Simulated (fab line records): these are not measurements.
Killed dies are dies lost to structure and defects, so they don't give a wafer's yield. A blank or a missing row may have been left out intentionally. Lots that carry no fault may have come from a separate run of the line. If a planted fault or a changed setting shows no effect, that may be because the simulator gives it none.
Split-lot study -- flow berkeleyCmos170 -- on a route of 331 steps: 5 lots, 23 wafers read

== ON THE SPLIT ==
At UCB170_NVT_IMPLANT_07, the setting doseCm2 was moved away from the recipe's 3e+12 on 4 of the 23 wafers read, by -5.5% to +2.5%. The other wafers ran this setting at the recipe's value.

== FROM THE SPLIT ON TO THE READING: in between, the file shows 1 step ==
- UCB170_NVT_STRIP_08: strips in O2

== THE READING ==
NVT_TW, at UCB170_NVT_TW_MEAS_09. Typical for fault-free wafers on this fab line: 525, with standard deviation 4.

wafer,"tool, chamber at the split",doseCm2 as run,against the recipe,NVT_TW,against lot-mates on the recipe
L077.1,"implanter-04, 0",3e+12,recipe,530,-
L077.2,"implanter-04, 0",3e+12,recipe,529,-
L077.3,"implanter-04, 0",3e+12,recipe,527,-
L077.5,"implanter-04, 0",3e+12,recipe,527,-
L077.6,"implanter-04, 0",3e+12,recipe,527,-
L079.1,"implanter-03, 0",3e+12,recipe,527,-
L079.3,"implanter-03, 0",3.074e+12,+2.5%,532,+6
L079.4,"implanter-03, 0",3.074e+12,+2.5%,531,+5
L079.5,"implanter-03, 0",3e+12,recipe,526,-
L079.6,"implanter-03, 0",3e+12,recipe,524,-
L081.1,"implanter-03, 0",3e+12,recipe,519,-
L081.2,"implanter-03, 0",3e+12,recipe,520,-
L081.3,"implanter-03, 0",3e+12,recipe,520,-
L081.4,"implanter-03, 0",3e+12,recipe,519,-
L081.6,"implanter-03, 0",3e+12,recipe,520,-
L084.2,"implanter-04, 0",2.836e+12,-5.5%,512,-9
L084.3,"implanter-04, 0",2.836e+12,-5.5%,510,-11
L084.4,"implanter-04, 0",3e+12,recipe,520,-
L084.5,"implanter-04, 0",3e+12,recipe,521,-
L084.6,"implanter-04, 0",3e+12,recipe,521,-
L082.1,"implanter-01, 0",3e+12,recipe,525,-
L082.3,"implanter-01, 0",3e+12,recipe,520,-
L082.6,"implanter-01, 0",3e+12,recipe,524,-

THE FIT
A straight line over all 23 wafers: NVT_TW changes by +2.47 for each +1% of doseCm2; r = +0.79; the points scatter about the line by 3.5.
The same after taking each lot's own level away (the mean of its wafers on the recipe; 23 wafers): +1.88 for each +1%; r = +0.94; scatter 1.3.
That fit puts the effect of the largest move of doseCm2 on the reading at 10.
The span of the lots' own levels, 519.6 to 528.0, comes to 2.1 times the standard deviation stated above.
So the lot-to-lot level blurs the effect unless lot-mates are compared.
Check: -11.2 against its lot-mates is what the line predicts for one of the wafers moved furthest among these (-5.5%) when that wafer is left out of the fit. It came out at -8.67 against them.

== ADDITIONAL SPLITS CARRIED BY THESE WAFERS ==
These wafers also went through other splits before the reading. Each is held against what the fit with the lots' levels taken away leaves over:
other split on the same wafers,wafers away from the commonest value,r with NVT_TW (lot level and that fit taken away)
UCB170_NWELL_OXIDATION_01 tempC,15,+0.05
UCB170_PWELL_OXIDATION_02 oxTimeS,15,+0.14

== THE FILE'S OWN FIT ==
NVT_TW changes by +1.85 for each +1% of doseCm2, r = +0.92.
